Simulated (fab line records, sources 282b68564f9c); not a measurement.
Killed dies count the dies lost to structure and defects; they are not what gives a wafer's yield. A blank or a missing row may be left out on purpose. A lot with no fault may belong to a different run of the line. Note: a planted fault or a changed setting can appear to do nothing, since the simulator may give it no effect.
Struck lot and sound lot, side by side :: flow rit-cmos :: 29 steps out of a route of 202
Sound: wafers L684.3, L684.5, L684.6. Struck: wafer L696.1. (L696.3, L696.6 of the same lot were not struck and are left out.) The cause comes at the end.
Order at every step that has rows: each side's tool, ch and its chambers, its first start. Under that, the readings that differ: sound wafers :: struck wafers :: difference of the means :: sigmas: that difference in standard deviations of wafers without a fault.
alike: readings with means less than 2 such deviations apart, plus words and numbers identical on both sides. not compared: withheld readings, readings lacking a value on some wafer, bounds such as >300 that could conceal the same value, and numbers that have no deviation in the record and whose values overlap.
A row with sigmas, a row that says differs or no value, or rows on one side alone: a step with any of these is where the two part. When numbers do not overlap yet have no deviation, they are printed without sigmas and do not part them. Lack of a reading on every wafer of one side parts them only where that side has two or more wafers.

first, 6 steps without rows for these wafers: RIT_SDANNEAL_RTA_03 (time 5 s); RIT_SILICIDE_WET_ETCH_00 (etches SiO2 in BOE, target depth 14 nm, time 15 s); RIT_SILICIDE_SPUTTER_01 (material Ti, target thk 30 nm, time 240 s); RIT_SILICIDE_RTA_04 (time 10 s, ramp up 5 s, ramp down 5 s); RIT_SILICIDE_WET_ETCH_05 (etches Ti in SPM, time 120 s); RIT_SILICIDE_RTA_06 (time 10 s, ramp up 5 s, ramp down 10 s).
RIT_CONTACT_CVD_00: deposits SiO2 from TEOS, target thk 400 nm, time 61 s.
  sound on pecvd-03 ch 0,1,2, day 3 06:52; struck on pecvd-03 ch 0, day 6 05:25
reading: run-length-s (s)
sound: 89.4 89.3 89.3
struck: 95.5
difference: +6.2
sigmas: +12

reading: model.SiO2_of_CONTACT_CVD_00.thk-nm (nm)
sound: 402.8 413 408.9
struck: 437.2
difference: +29.0
sigmas: 
  alike: heater-power-w
  not compared: since-wet-clean-h
RIT_CONTACT_THK_MEAS_01:
  sound: film-metro-01 at day 3 06:56; struck: film-metro-04 at day 6 05:41
reading: CONTACT_TEOS_THK (nm)
sound: 403 413 409
struck: 437
difference: +29
sigmas: +5
  not compared: hold
then, 6 steps without rows for these wafers: RIT_CONTACT_COAT_03 (resist thk 1000 nm); RIT_CONTACT_SOFTBAKE_04 (time 60 s); RIT_CONTACT_EXPOSE_05 (exposes mask M11, target cd 1000 nm); RIT_CONTACT_PEB_06; RIT_CONTACT_DEVELOP_07 (develop time 120 s); RIT_CONTACT_HARDBAKE_10 (time 60 s).
RIT_CONTACT_ETCH_11: etches SiO2 in CHF3/CF4/Ar, stops on TiSi2, target depth 480 nm, time 320 s.
  sound on rie-diel-01 ch 0,1, day 3 08:15; struck on rie-diel-04 ch 1, day 6 14:57
reading: throttle-valve-pct (%)
sound: 8.83 8.84 8.66
struck: 9.02
difference: +0.24
sigmas: +2

reading: model.CONTACT.feature-depth-nm (nm)
sound: 402.8 413 408.9
struck: 437.2
difference: +29.0
sigmas: 

reading: model.etch.depth-nm (nm)
sound: 402.8 413 408.9
struck: 437.2
difference: +29.0
sigmas: 
  alike: drypump-motor-current-A, oes-product-au
  not compared: rf-hours-counter-h
then, 11 steps without rows for these wafers: RIT_CONTACT_STRIP_12 (strips in O2, time 180 s); RIT_CONTACT_CLEAN_13 (cleans in SC1, time 600 s); RIT_CONTACT_CLEAN_14 (cleans in SC2, time 600 s); RIT_M1_SPUTTER_00 (material Al, target thk 400 nm, time 500 s); RIT_M1_HMDS_03 (prime time 60 s); RIT_M1_COAT_04 (resist thk 1300 nm); RIT_M1_SOFTBAKE_05 (time 60 s); RIT_M1_EXPOSE_06 (exposes mask M12, target cd 2600 nm); RIT_M1_PEB_07; RIT_M1_DEVELOP_08 (develop time 68 s); RIT_M1_HARDBAKE_11 (time 120 s).
RIT_M1_METAL_ETCH_12: etches Al in Cl2/BCl3, stops on SiO2, time 165 s, target depth 600 nm.
  sound on rie-metal-04 ch 0,1, day 3 11:01; struck on rie-metal-04 ch 1, day 6 17:35
reading: rf-hours-counter-h (h)
sound: - - -
struck: 1.3
difference: no value on the sound wafers
sigmas: 

reading: model.SiO2_of_CONTACT_CVD_00.thk-nm (nm)
sound: 365.6 375.8 373.4
struck: 401.3
difference: +29.7
sigmas: 
  alike: drypump-motor-current-A, oes-product-au, throttle-valve-pct
then, 1 step without rows for these wafers: RIT_M1_STRIP_13 (strips in nmp, time 600 s).
RIT_M1_PROBE_99:
  sound: prober-01 at day 3 13:34; struck: prober-01 at day 6 19:50
reading: killed-at-front-end
sound: 4 5 5
struck: 11
difference: +6
sigmas: +2

reading: killed-dies
sound: 4 5 6
struck: 11
difference: +6
sigmas: +2

reading: killed-short
sound: 1 2 3
struck: 7
difference: +5
sigmas: +3
  alike: killed-at-contacts, killed-open

== WHERE THEY PART ==
First at RIT_CONTACT_CVD_00; last, within this record, at RIT_M1_PROBE_99.

WHY: whatever the simulator had introduced
pecvd-03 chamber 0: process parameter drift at RIT_CONTACT_CVD_00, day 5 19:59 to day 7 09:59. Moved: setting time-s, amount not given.
